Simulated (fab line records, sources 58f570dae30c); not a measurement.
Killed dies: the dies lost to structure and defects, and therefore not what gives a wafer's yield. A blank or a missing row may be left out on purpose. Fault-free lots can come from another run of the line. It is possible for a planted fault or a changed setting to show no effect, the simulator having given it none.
Comparing a struck lot with a sound one | flow berkeley_cmos170 | 22 steps out of a route of 331
Sound: these wafers, L909.1, L909.3, L909.6. Wafers struck: L921.2, L921.5, L921.6. The cause is given at the end.
For every step that has rows: the tool of each side, followed by ch and its chambers, followed by its first start. Under that, the readings that differ: sound wafers | struck wafers | difference of the means | sigmas: that difference in standard deviations of wafers without a fault.
alike: words and numbers the same on both sides, and readings whose means are apart by under 2 such deviations; not compared: readings that were withheld, readings missing a value for some wafer, numbers with overlapping values and no deviation given by the record, and bounds like >300 which may hide the same value.
A row with sigmas, a row that says differs or no value, or rows on one side alone: a step with any of these is where the two part. Non-overlapping numbers with no deviation appear without sigmas and do not part them. A reading missing from all wafers of one side parts the sides only when that side holds two or more wafers.

first, 6 steps without rows for these wafers: UCB170_NVT_HMDS_00 (prime time 60 s); UCB170_NVT_COAT_01 (resist thk 900 nm); UCB170_NVT_SOFTBAKE_02 (time 60 s); UCB170_NVT_EXPOSE_03 (exposes mask PWELL, target cd 3000 nm); UCB170_NVT_PEB_04; UCB170_NVT_DEVELOP_05 (develop time 45 s).
UCB170_NVT_OVL_MEAS_06:
  sound: overlay-02 at day 5 05:04; struck: overlay-01 at day 8 02:38
  alike: NVT_OVL
following that, these wafers have no rows for 1 step: UCB170_NVT_IMPLANT_07.
UCB170_NVT_STRIP_08: strips in O2.
  sound on plasma_asher-02 ch 0, day 5 05:15; struck on plasma_asher-03 ch 0,1, day 8 02:49
  alike: drypump_motor_current_A, oes_product_au, strip_time_to_endpoint_s
  not compared: rf_hours_counter_h
UCB170_NVT_TW_MEAS_09:
  sound: film_metro-03 at day 5 05:21; struck: film_metro-02 at day 8 02:56
  alike: NVT_TW
then, 2 steps without rows for these wafers: UCB170_NVT_CLEAN_10 (cleans in SPM, time 600 s); UCB170_PVT_HMDS_00 (prime time 60 s).
UCB170_PVT_COAT_01: resist thk 900 nm.
  sound on litho_track-03 ch 0, day 5 06:11; struck on litho_track-03 ch 0, day 8 03:38
  reading                              | sound                | struck               | difference | sigmas
  spin_speed_rpm (rpm)                 | 1500.0 1500.5 1501.2 | 1451.1 1451.5 1452.5 | -48.9      | -44
  model.KrF_of_PVT_COAT_01.thk_nm (nm) | 900.4 900.9 898.9    | 919.8 921 920.6      | +20.4      |
then, 3 steps without rows for these wafers: UCB170_PVT_SOFTBAKE_02 (time 60 s); UCB170_PVT_EXPOSE_03 (exposes mask NWELL, target cd 3000 nm); UCB170_PVT_PEB_04.
UCB170_PVT_DEVELOP_05: develop time 45 s.
  sound on litho_track-02 ch 0; struck on litho_track-03 ch 0
  reading                              | sound             | struck            | difference | sigmas
  model.KrF_of_PVT_COAT_01.thk_nm (nm) | 886.2 886.7 884.7 | 905.6 906.8 906.4 | +20.4      |
  alike: developer_temp_C
UCB170_PVT_OVL_MEAS_06:
  sound: overlay-02 at day 5 07:12; struck: overlay-01 at day 8 04:55
  alike: PVT_OVL
following that, these wafers have no rows for 1 step: UCB170_PVT_IMPLANT_07.
UCB170_PVT_STRIP_08: strips in O2.
  sound on plasma_asher-04 ch 0,1, day 5 07:23; struck on plasma_asher-04 ch 0,1, day 8 05:06
  reading                      | sound             | struck            | difference | sigmas
  strip_time_to_endpoint_s (s) | 21.61 21.65 21.60 | 22.09 22.11 22.13 | +0.49      | +8
  alike: drypump_motor_current_A, oes_product_au
  not compared: rf_hours_counter_h
UCB170_PVT_TW_MEAS_09:
  sound: film_metro-04 at day 5 07:29; struck: film_metro-02 at day 8 05:13
  alike: PVT_TW
UCB170_M3_PROBE_99:
  sound wafers here have rows in the record (prober-02, day 7 18:49); struck ones have none

## WHERE THEY PART
Earliest at UCB170_PVT_COAT_01; latest, in this record, at UCB170_M3_PROBE_99.

WHY: the cause the simulator had injected
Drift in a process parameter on litho_track-03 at UCB170_PVT_COAT_01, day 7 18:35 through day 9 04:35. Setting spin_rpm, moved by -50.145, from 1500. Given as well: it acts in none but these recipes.
